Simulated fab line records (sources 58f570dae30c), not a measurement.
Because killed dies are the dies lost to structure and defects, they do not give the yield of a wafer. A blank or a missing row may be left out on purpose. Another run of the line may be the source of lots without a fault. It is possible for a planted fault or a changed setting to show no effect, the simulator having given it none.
Struck lot and sound lot, side by side / flow berkeley-cmos170 / 31 steps out of a route of 331
Sound: wafers L508.1, L508.3, L508.4. The struck wafers were L513.1, L513.4, L513.6. The cause comes at the end.
Order at every step that has rows: each side's tool, ch and its chambers, its first start. Under that, the readings that differ: sound wafers / struck wafers / difference of the means / sigmas: that difference in standard deviations of wafers without a fault.
alike: readings whose means differ by less than 2 such deviations, and words and numbers that are the same on both sides. not compared: withheld readings, readings that some wafer has no value for, bounds like >300 that may hide the same value, and numbers for which the record gives no deviation and whose values overlap.
Wherever a step has rows on one side only, a row that says differs or no value, or a row with sigmas, the two part there. Non-overlapping numbers with no deviation appear without sigmas and do not part them. A reading missing from all wafers of one side parts the sides only when that side holds two or more wafers.

UCB170_SDANNEAL_RTA_01: time 5 s.
  sound on rtp-anneal-02 ch 0, day 10 01:36; struck on rtp-anneal-01 ch 0, day 10 21:54
reading=lamp-power-pct (%); sound=31.6 31.6 31.6; struck=34.1 34.1 34.1; difference=+2.5; sigmas=+2
  alike: wafer_temp_C_max
UCB170_SDANNEAL_RS_MEAS_02: measures by four-point-probe.
  struck on film-metro-03, day 10 21:58; sound on film-metro-03, day 10 01:40
  alike: PSD_RS
UCB170_SDANNEAL_RS_MEAS_03: measures by four-point-probe.
  struck on film-metro-03, day 10 22:05; sound on film-metro-03, day 10 01:47
  alike: NSD_RS
UCB170_SDANNEAL_RS_MEAS_04: measures by four-point-probe.
  struck on film-metro-03, day 10 22:12; sound on film-metro-03, day 10 01:54
  alike: PLDD_RS
UCB170_SDANNEAL_RS_MEAS_05: measures by four-point-probe.
  struck on film-metro-03, day 10 22:19; sound on film-metro-03, day 10 02:01
  alike: NLDD_RS
then, 1 step without rows for these wafers: UCB170_SILICIDE_PRE_CLEAN_00 (preclean etch time 60 s).
UCB170_SILICIDE_SPUTTER_01: material Ti, target thk 30 nm, time 23.83 s.
  struck on pvd-sputter-01, day 10 22:31; sound on pvd-sputter-01, day 10 02:12
  alike: throttle-valve-pct
UCB170_SILICIDE_RS_MEAS_02: measures by four-point-probe.
  struck on film-metro-02, day 10 22:32; sound on film-metro-04, day 10 02:14
  alike: SILICIDE_TI_RS
UCB170_SILICIDE_THK_MEAS_03: measures by xrf.
  struck on film-metro-02, day 10 22:40; sound on film-metro-04, day 10 02:21
  alike: SILICIDE_TI_THK
UCB170_SILICIDE_RTA_04: time 15 s.
  sound on rtp-anneal-02 ch 0, day 10 02:29; struck on rtp-anneal-01 ch 0, day 10 22:43
reading=lamp-power-pct (%); sound=8.8 8.8 8.8; struck=9.5 9.5 9.5; difference=+0.7; sigmas=+2
  alike: wafer_temp_C_max
then, 2 steps without rows for these wafers: UCB170_SILICIDE_WET_ETCH_05 (etches Ti in SPM, time 45 s); UCB170_CONTACT_CLEAN_00 (cleans in SPM, time 600 s).
UCB170_CONTACT_CVD_01: deposits PSG from SiH4/O2/PH3, target thk 700 nm, time 2820 s.
  sound on lpcvd-01 ch 0, day 10 03:35; struck on lpcvd-01 ch 0, day 10 23:38
reading=pressure-mtorr (mTorr); sound=299.6 299.5 300.1; struck=448.9 450.1 449.4; difference=+149.7; sigmas=+99 or more
reading=model.PSG_of_CONTACT_CVD_01.thk-nm (nm); sound=697.8 693.6 696; struck=855.7 855.3 858.1; difference=+160.6; sigmas=
UCB170_CONTACT_THK_MEAS_02:
  struck on film-metro-01, day 11 01:25; sound on film-metro-03, day 10 05:22
reading=CONTACT_PSG_THK (nm); sound=698 693 696; struck=857 856 858; difference=+161; sigmas=+28
then, 12 steps without rows for these wafers: UCB170_CONTACT_HMDS_03 (prime time 60 s); UCB170_CONTACT_COAT_04 (resist thk 900 nm); UCB170_CONTACT_SOFTBAKE_05 (time 60 s); UCB170_CONTACT_STRIP_06 (strips in O2); UCB170_CONTACT_CLEAN_07 (cleans in SPM, time 600 s); UCB170_CONTACT_RTA_08 (time 10 s); UCB170_CONTACT_COAT_09; UCB170_CONTACT_COAT_10 (resist thk 900 nm); UCB170_CONTACT_SOFTBAKE_11 (time 60 s); UCB170_CONTACT_EXPOSE_12 (exposes mask CONT, target cd 700 nm); UCB170_CONTACT_PEB_13; UCB170_CONTACT_DEVELOP_14 (develop time 45 s).
UCB170_CONTACT_CD_MEAS_15 targets a cd of 700 nm.
  struck on cd-sem-01, day 11 03:48; sound on cd-sem-01, day 10 08:16
  alike: cd-nm
UCB170_CONTACT_OVL_MEAS_16:
  struck on overlay-01, day 11 03:55; sound on overlay-01, day 10 08:23
  alike: CONTACT_OVL
UCB170_CONTACT_ETCH_17: etches BARC in N2/H2.
  sound on rie-diel-03 ch 0,2,3, day 10 08:25; struck on rie-diel-01 ch 0,1,3, day 11 03:58
  alike: drypump-motor-current-A, oes-product-au, throttle-valve-pct
UCB170_CONTACT_ETCH_18: etches PSG in CHF3/CF4/Ar, stops on TiSi2, target depth 840 nm, time 195 s.
  sound: rie-diel-03 ch 0,2,3; struck: rie-diel-01 ch 0,1,3
reading=oes-product-au (a.u.); sound=0.890 0.875 0.912; struck=0.983 0.977 0.990; difference=+0.091; sigmas=+8
reading=model.etch.depth-nm (nm); sound=697.8 693.6 696; struck=814.6 814.5 830.2; difference=+124.0; sigmas=
reading=model.CONTACT.feature-depth-nm (nm); sound=697.8 693.6 696; struck=814.6 814.5 830.2; difference=+124.0; sigmas=
  alike: cf4-flow-sccm, drypump-motor-current-A, throttle-valve-pct
  not compared: rf-hours-counter-h
UCB170_CONTACT_STRIP_19: strips in O2.
  sound on plasma-asher-03 ch 0,1, day 10 08:35; struck on plasma-asher-01 ch 0,1, day 11 04:08
  alike: drypump-motor-current-A, oes-product-au
  not compared: rf-hours-counter-h

WHERE THEY PART
First at UCB170_SDANNEAL_RTA_01; last, within this record, at UCB170_CONTACT_ETCH_18. Later steps at which nothing parts them and some readings are alike: UCB170_CONTACT_STRIP_19.

WHY: the cause the simulator had injected
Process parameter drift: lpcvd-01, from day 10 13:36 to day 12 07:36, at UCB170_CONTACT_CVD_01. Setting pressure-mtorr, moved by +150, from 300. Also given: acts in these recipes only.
